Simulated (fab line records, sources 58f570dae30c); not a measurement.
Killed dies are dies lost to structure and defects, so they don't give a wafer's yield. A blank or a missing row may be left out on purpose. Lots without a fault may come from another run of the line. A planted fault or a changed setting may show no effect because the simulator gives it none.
Split-lot experiment | flow berkeley_cmos170 | 5 lots, 23 wafers read, on a route of 331 steps

THE SPLIT
At UCB170_PWELL_OXIDATION_02 (target thk 26.4 nm, ox time 1260 s), the setting temp_c was moved away from the recipe's 1000 C on 20 of the 23 wafers read, by -1.7% to +2.5%. The other wafers ran this setting at the recipe's value.

The file shows no step between the split and the reading.

THE READING
PWELL_OXIDE_THK, in nm, at UCB170_PWELL_THK_MEAS_03. Fault-free wafers of this fab line usually give 26.0 nm, standard deviation 0.44 nm.

wafer  | tool, chamber at the split | temp_c as run, C | against the recipe | PWELL_OXIDE_THK, nm | against lot-mates on the recipe
L074.2 | furnace-02, 0              | 1000             | recipe             | 26.0                | -
L074.4 | furnace-02, 0              | 1000             | recipe             | 25.5                | -
L074.5 | furnace-02, 0              | 1000             | recipe             | 25.6                | -
L078.1 | -, -                       | 986.6            | -1.3%              | 22.6                | no lot-mate on the recipe
L078.2 | -, -                       | 986.6            | -1.3%              | 22.9                | no lot-mate on the recipe
L078.3 | -, -                       | 986.6            | -1.3%              | 22.6                | no lot-mate on the recipe
L078.4 | -, -                       | 986.6            | -1.3%              | 22.6                | no lot-mate on the recipe
L078.6 | -, -                       | 986.6            | -1.3%              | 22.6                | no lot-mate on the recipe
L079.1 | -, -                       | 1025             | +2.5%              | 32.8                | no lot-mate on the recipe
L079.2 | -, -                       | 1025             | +2.5%              | 32.8                | no lot-mate on the recipe
L079.3 | -, -                       | 1025             | +2.5%              | 33.4                | no lot-mate on the recipe
L079.4 | -, -                       | 1025             | +2.5%              | 32.8                | no lot-mate on the recipe
L079.6 | -, -                       | 1025             | +2.5%              | 33.1                | no lot-mate on the recipe
L082.1 | -, -                       | 986.9            | -1.3%              | 22.6                | no lot-mate on the recipe
L082.3 | -, -                       | 986.9            | -1.3%              | 22.2                | no lot-mate on the recipe
L082.4 | -, -                       | 986.9            | -1.3%              | 22.4                | no lot-mate on the recipe
L082.5 | -, -                       | 986.9            | -1.3%              | 22.6                | no lot-mate on the recipe
L082.6 | -, -                       | 986.9            | -1.3%              | 22.9                | no lot-mate on the recipe
L085.1 | -, -                       | 982.6            | -1.7%              | 22.1                | no lot-mate on the recipe
L085.2 | -, -                       | 982.6            | -1.7%              | 22.4                | no lot-mate on the recipe
L085.3 | -, -                       | 982.6            | -1.7%              | 22.0                | no lot-mate on the recipe
L085.4 | -, -                       | 982.6            | -1.7%              | 22.2                | no lot-mate on the recipe
L085.5 | -, -                       | 982.6            | -1.7%              | 22.2                | no lot-mate on the recipe

THE FIT
A straight line over all 23 wafers: PWELL_OXIDE_THK changes by +2.63 nm for each +1% of temp_c; r = +1.00; the points scatter about the line by 0.41 nm.
Too few moved wafers have a lot-mate on the recipe to fit a line with each lot's own level taken away.

THE WHOLE CHAIN: every reading that the file lists as answering this split, in the file's order
step                      | what it does                                                               | reading                                                                            | change (the file's fit)              | r (the file's)
UCB170_PWELL_OXIDATION_02 | target thk 26.4 nm, ox time 1260 s                                         | SiO2_of_PWELL_OXIDATION_02.thk_nm (the simulator's own value, which no gauge read) | +2.62 nm for each +1% of the setting | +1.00
UCB170_PWELL_THK_MEAS_03  |                                                                            | PWELL_OXIDE_THK                                                                    | +2.63 for each +1% of the setting    | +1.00
UCB170_PWELL_ETCH_14      | etches Si3N4 in CH3F/Ar/O2, stops on SiO2, target depth 242 nm, time 151 s | SiO2_of_PWELL_OXIDATION_02.thk_nm (the simulator's own value, which no gauge read) | +2.7 nm for each +1% of the setting  | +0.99

THE FILE'S OWN FIT
PWELL_OXIDE_THK changes by +2.63 nm for each +1% of temp_c, r = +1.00.
